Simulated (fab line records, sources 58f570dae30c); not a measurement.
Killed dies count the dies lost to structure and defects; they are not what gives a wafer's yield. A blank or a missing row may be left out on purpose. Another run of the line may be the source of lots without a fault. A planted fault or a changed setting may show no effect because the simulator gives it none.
Check of tool commonality | flow berkeleyCmos170 | 45 wafers sampled across 15 lots

== WHY IT WAS OPENED ==
Of 15 lots, 3 have the reading M1_AL_RS flagged at UCB170_M1_RS_MEAS_01. Fault-free wafers read 0.0488 ohm/sq, with a standard deviation of 0.0005.
Rule: flag the lot when none of its wafers has a number, or when each of its wafers that has one lies beyond 4 standard deviations from that mean. The other lots count as sound.

lot  | measured     | on           | M1_AL_RS (ohm/sq), wafer by wafer | flag
L152 | day 7 00:02  | filmMetro-01 | 0.0494 0.0496 0.0492              | 
L151 | day 7 00:36  | filmMetro-03 | 0.0496 0.0479 0.0489              | 
L150 | day 7 00:52  | filmMetro-03 | 0.0481 0.0482 0.0483              | 
L153 | day 8 03:07  | filmMetro-02 | 0.0493 0.0487 0.0489              | 
L156 | day 8 03:54  | filmMetro-03 | 0.0240 0.0238 0.0239              | FLAGGED
L155 | day 8 03:55  | filmMetro-02 | 0.0490 0.0489 0.0492              | 
L158 | day 8 22:44  | filmMetro-02 | 0.0242 0.0240 0.0239              | FLAGGED
L157 | day 8 23:13  | filmMetro-03 | 0.0244 0.0244 0.0242              | FLAGGED
L167 | day 10 17:42 | filmMetro-02 | 0.0496 0.0488 0.0489              | 
L168 | day 10 17:42 | filmMetro-01 | 0.0488 0.0496 0.0497              | 
L166 | day 10 20:22 | filmMetro-01 | 0.0489 0.0492 0.0494              | 
L165 | day 10 20:37 | filmMetro-01 | 0.0495 0.0490 0.0489              | 
L172 | day 11 10:09 | filmMetro-01 | 0.0492 0.0488 0.0486              | 
L170 | day 11 11:41 | filmMetro-03 | 0.0483 0.0486 0.0487              | 
L169 | day 11 11:49 | filmMetro-02 | 0.0478 0.0481 0.0484              | 
On average the flagged lots' numbers are 0.0241 ohm/sq, which is -0.0247 ohm/sq against the usual, or -49 standard deviations.

== EACH LOT AND THE TOOL IT RAN ON ==
3 process steps preceding the reading are held in the record, out of 331 steps in the route. Each cell gives the tool, then ch followed by the chambers the sampled wafers passed through, then the start.
lot  | flag    | UCB170_NLDD_STRIP_10                | UCB170_CONTACT_ETCH_17            | UCB170_M1_SPUTTER_00
L152 |         | plasmaAsher-01 ch 0, day 6 08:14    | rieDiel-04 ch 0,3, day 6 23:23    | pvdSputter-04, day 6 23:57
L151 |         | plasmaAsher-04 ch 0,1, day 6 07:42  | rieDiel-01 ch 1,2,3, day 6 23:56  | pvdSputter-01, day 7 00:29
L150 |         | plasmaAsher-04 ch 0,1, day 6 08:50  | rieDiel-04 ch 0,1,3, day 7 00:15  | pvdSputter-04, day 7 00:49
L153 |         | plasmaAsher-01 ch 0,1, day 7 09:37  | rieDiel-04 ch 0,1,2, day 8 02:29  | pvdSputter-03, day 8 03:04
L156 | FLAGGED | plasmaAsher-01 ch 0,1, day 7 10:20  | rieDiel-04 ch 1,2,3, day 8 03:01  | pvdSputter-04, day 8 03:35
L155 |         | plasmaAsher-03 ch 0,1, day 7 09:51  | rieDiel-01 ch 0,2,3, day 8 03:17  | pvdSputter-03, day 8 03:51
L158 | FLAGGED | plasmaAsher-04 ch 0,1, day 8 06:19  | rieDiel-04 ch 1,2,3, day 8 21:51  | pvdSputter-04, day 8 22:28
L157 | FLAGGED | plasmaAsher-01 ch 0,1, day 8 06:29  | rieDiel-01 ch 0,1,3, day 8 22:16  | pvdSputter-01, day 8 22:52
L167 |         | plasmaAsher-01 ch 0, day 9 21:55    | rieDiel-01 ch 0,2, day 10 15:06   | pvdSputter-04, day 10 17:37
L168 |         | plasmaAsher-03 ch 0,1, day 9 21:49  | rieDiel-01 ch 0,2,3, day 10 16:38 | pvdSputter-01, day 10 17:37
L166 |         | plasmaAsher-01 ch 0,1, day 9 21:33  | rieDiel-03 ch 1,2,3, day 10 19:43 | pvdSputter-03, day 10 20:17
L165 |         | plasmaAsher-03 ch 0,1, day 9 22:09  | rieDiel-01 ch 1,2,3, day 10 19:59 | pvdSputter-04, day 10 20:34
L172 |         | plasmaAsher-01 ch 0,1, day 10 15:40 | rieDiel-03 ch 0,1,3, day 11 09:31 | pvdSputter-04, day 11 10:05
L170 |         | plasmaAsher-01 ch 1, day 10 15:57   | rieDiel-01 ch 2,3, day 11 11:02   | pvdSputter-01, day 11 11:37
L169 |         | plasmaAsher-03 ch 0,1, day 10 15:53 | rieDiel-04 ch 0,2,3, day 11 11:10 | pvdSputter-03, day 11 11:44
These steps, and what they do:
- UCB170_NLDD_STRIP_10: strips in O2.
- UCB170_CONTACT_ETCH_17: etches BARC in N2/H2.
- UCB170_M1_SPUTTER_00: material Al, target thk 600 nm, time 80 s.
- UCB170_M1_RS_MEAS_01: measures by four-point-probe.

== FLAGGED AGAINST TOTAL, ONE TOOL AT A TIME (gauges that did the reading follow at the end) ==
step                   | tool           | lots run | flagged | share of the flagged lots | sound lots run after its first flagged lot
UCB170_NLDD_STRIP_10   | plasmaAsher-01 | 8        | 2       | some                      | 4 (L166,L167,L172,L170)
UCB170_NLDD_STRIP_10   | plasmaAsher-03 | 4        | 0       | none                      | -
UCB170_NLDD_STRIP_10   | plasmaAsher-04 | 3        | 1       | some                      | 0
UCB170_CONTACT_ETCH_17 | rieDiel-01     | 7        | 1       | some                      | 4 (L167,L168,L165,L170)
UCB170_CONTACT_ETCH_17 | rieDiel-03     | 2        | 0       | none                      | -
UCB170_CONTACT_ETCH_17 | rieDiel-04     | 6        | 2       | some                      | 1 (L169)
UCB170_M1_SPUTTER_00   | pvdSputter-01  | 4        | 1       | some                      | 2 (L168,L170)
UCB170_M1_SPUTTER_00   | pvdSputter-03  | 4        | 0       | none                      | -
UCB170_M1_SPUTTER_00   | pvdSputter-04  | 7        | 2       | some                      | 3 (L167,L165,L172)
UCB170_M1_RS_MEAS_01   | filmMetro-01   | 5        | 0       | none                      | -
UCB170_M1_RS_MEAS_01   | filmMetro-02   | 5        | 1       | some                      | 2 (L167,L169)
UCB170_M1_RS_MEAS_01   | filmMetro-03   | 5        | 2       | some                      | 1 (L170)

== THE TABLE: WHAT IT ALLOWS ==
No row of the table ran every flagged lot.

== WHAT THE SIMULATOR HAD PUT IN ==
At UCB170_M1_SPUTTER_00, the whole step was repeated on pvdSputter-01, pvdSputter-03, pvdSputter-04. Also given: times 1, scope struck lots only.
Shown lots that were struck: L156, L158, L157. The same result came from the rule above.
